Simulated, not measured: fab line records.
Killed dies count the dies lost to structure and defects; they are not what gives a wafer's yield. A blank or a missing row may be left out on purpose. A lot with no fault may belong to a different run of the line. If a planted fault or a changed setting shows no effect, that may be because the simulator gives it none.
Comparing a struck lot with a sound one | flow rit cmos | 20 out of 202 route steps
Sound: these wafers, L542.1, L542.3, L542.5. Struck: wafers L554.3, L554.4, L554.5. The cause is given at the end.
Order at every step that has rows: each side's tool, ch and its chambers, its first start. Under that, the readings that differ: sound wafers | struck wafers | difference of the means | sigmas: that difference in standard deviations of wafers without a fault.
alike: words and numbers the same on both sides, and readings whose means are apart by under 2 such deviations; not compared: readings that were withheld, readings missing a value for some wafer, numbers with overlapping values and no deviation given by the record, and bounds like >300 which may hide the same value.
Wherever a step has rows on one side only, a row that says differs or no value, or a row with sigmas, the two part there. Numbers that have no deviation but don't overlap get no sigmas and don't part them. A reading that every wafer of one side lacks parts them only if that side has two wafers or more.

RIT_ACTIVE_BOW_MEAS_00:
  sound on film metro-04, day 2 01:00; struck on film metro-02, day 4 13:02
  alike: INCOMING_BOW
then, 1 step without rows for these wafers: RIT_ACTIVE_OXIDATION_01 (target thk 46.8 nm, ox time 3360 s).
RIT_ACTIVE_THK_MEAS_02:
  sound on film metro-04, day 2 03:03; struck on film metro-02, day 4 15:04
  alike: ACTIVE_OXIDE_THK
RIT_ACTIVE_CVD_03: deposits Si3N4 from SiH2Cl2/NH3, target thk 150 nm, time 1500 s.
  sound on lpcvd-01 ch 0, day 2 03:07; struck on lpcvd-02 ch 0, day 4 15:34
  reading                                  | sound           | struck            | difference | sigmas
  model.Si3N4_of_ACTIVE_CVD_03.thk nm (nm) | 150 149.3 148.9 | 253.3 252.3 252.3 | +103.2     |
  alike: nh3 flow sccm
RIT_ACTIVE_THK_MEAS_04:
  sound on film metro-02, day 2 05:14; struck on film metro-03, day 4 17:01
  reading                 | sound             | struck            | difference | sigmas
  ACTIVE_NITRIDE_THK (nm) | 150.1 149.1 148.8 | 253.2 252.0 252.2 | +103.1     | +69
then, 6 steps without rows for these wafers: RIT_ACTIVE_HMDS_05 (prime time 60 s); RIT_ACTIVE_COAT_06 (resist thk 984.1 nm); RIT_ACTIVE_SOFTBAKE_07 (time 60 s); RIT_ACTIVE_EXPOSE_08 (exposes mask M1, target cd 1400 nm); RIT_ACTIVE_PEB_09; RIT_ACTIVE_DEVELOP_10 (develop time 51.79 s).
RIT_ACTIVE_CD_MEAS_11 targets a cd of 1400 nm.
  sound on cd sem-02, day 2 06:16; struck on cd sem-01, day 4 17:56
  alike: cd nm
then, 1 step without rows for these wafers: RIT_ACTIVE_HARDBAKE_12 (time 60 s).
RIT_ACTIVE_ETCH_13: etches Si3N4 in SF6, stops on SiO2, time 210 s, target depth 210 nm.
  sound on rie diel-02 ch 0,2,3, day 2 06:32; struck on rie diel-01 ch 0,2,3, day 4 18:10
  reading                            | sound             | struck            | difference | sigmas
  oes product au (a.u.)              | 0.825 0.801 0.820 | 1.029 1.002 1.022 | +0.202     | +17
  model.etch.depth nm (nm)           | 150 149.3 148.9   | 214.1 211.2 213.5 | +63.5      |
  model.ACTIVE.feature depth nm (nm) | 150 149.3 149.9   | 214.1 211.2 213.5 | +63.2      |
  alike: drypump motor current A, throttle valve pct
  not compared: rf hours counter h, model.SiO2_of_ACTIVE_OXIDATION_01.thk nm
RIT_ACTIVE_STRIP_14: strips in O2, time 180 s.
  sound on plasma asher-03 ch 0,1, day 2 06:41; struck on plasma asher-02 ch 0,1, day 4 18:22
  reading             | sound       | struck      | difference | sigmas
  rf refl power W (W) | 6.5 5.2 5.1 | 8.0 9.6 8.2 | +3.0       | +2
  alike: drypump motor current A
  not compared: rf hours counter h
RIT_ACTIVE_CD_MEAS_90 targets a cd of 1400 nm.
  sound on cd sem-02, day 2 06:51; struck on cd sem-01, day 4 18:31
  alike: cd nm
then, 1 step without rows for these wafers: RIT_ACTIVE_CLEAN_15 (cleans in SC1, time 600 s).
RIT_ACTIVE_CLEAN_16: cleans in dHF, time 30 s.
  sound on wet bench-03 ch 3, day 2 07:09; struck on wet bench-02 ch 3, day 4 18:46
  reading                                  | sound           | struck            | difference | sigmas
  model.Si3N4_of_ACTIVE_CVD_03.thk nm (nm) | 149.2 148.5 148 | 252.5 251.4 251.4 | +103.2     |
then, 1 step without rows for these wafers: RIT_ACTIVE_CLEAN_17 (cleans in SC2, time 600 s).
RIT_M1_PROBE_99:
  sound on prober-01, day 4 03:55; struck on prober-01, day 6 16:38
  reading             | sound  | struck      | difference | sigmas
  killed at front end | 7 10 6 | 264 264 264 | +256       | +95
  killed dies         | 7 10 6 | 264 264 264 | +256       | +95
  killed on rim       | 1 3 3  | 70 70 70    | +68        | +56
  alike: killed at contacts, killed open, killed short

## WHERE THEY PART
Last at RIT_M1_PROBE_99 as far as this record goes, first at RIT_ACTIVE_THK_MEAS_04.

WHY: what had been put in by the simulator
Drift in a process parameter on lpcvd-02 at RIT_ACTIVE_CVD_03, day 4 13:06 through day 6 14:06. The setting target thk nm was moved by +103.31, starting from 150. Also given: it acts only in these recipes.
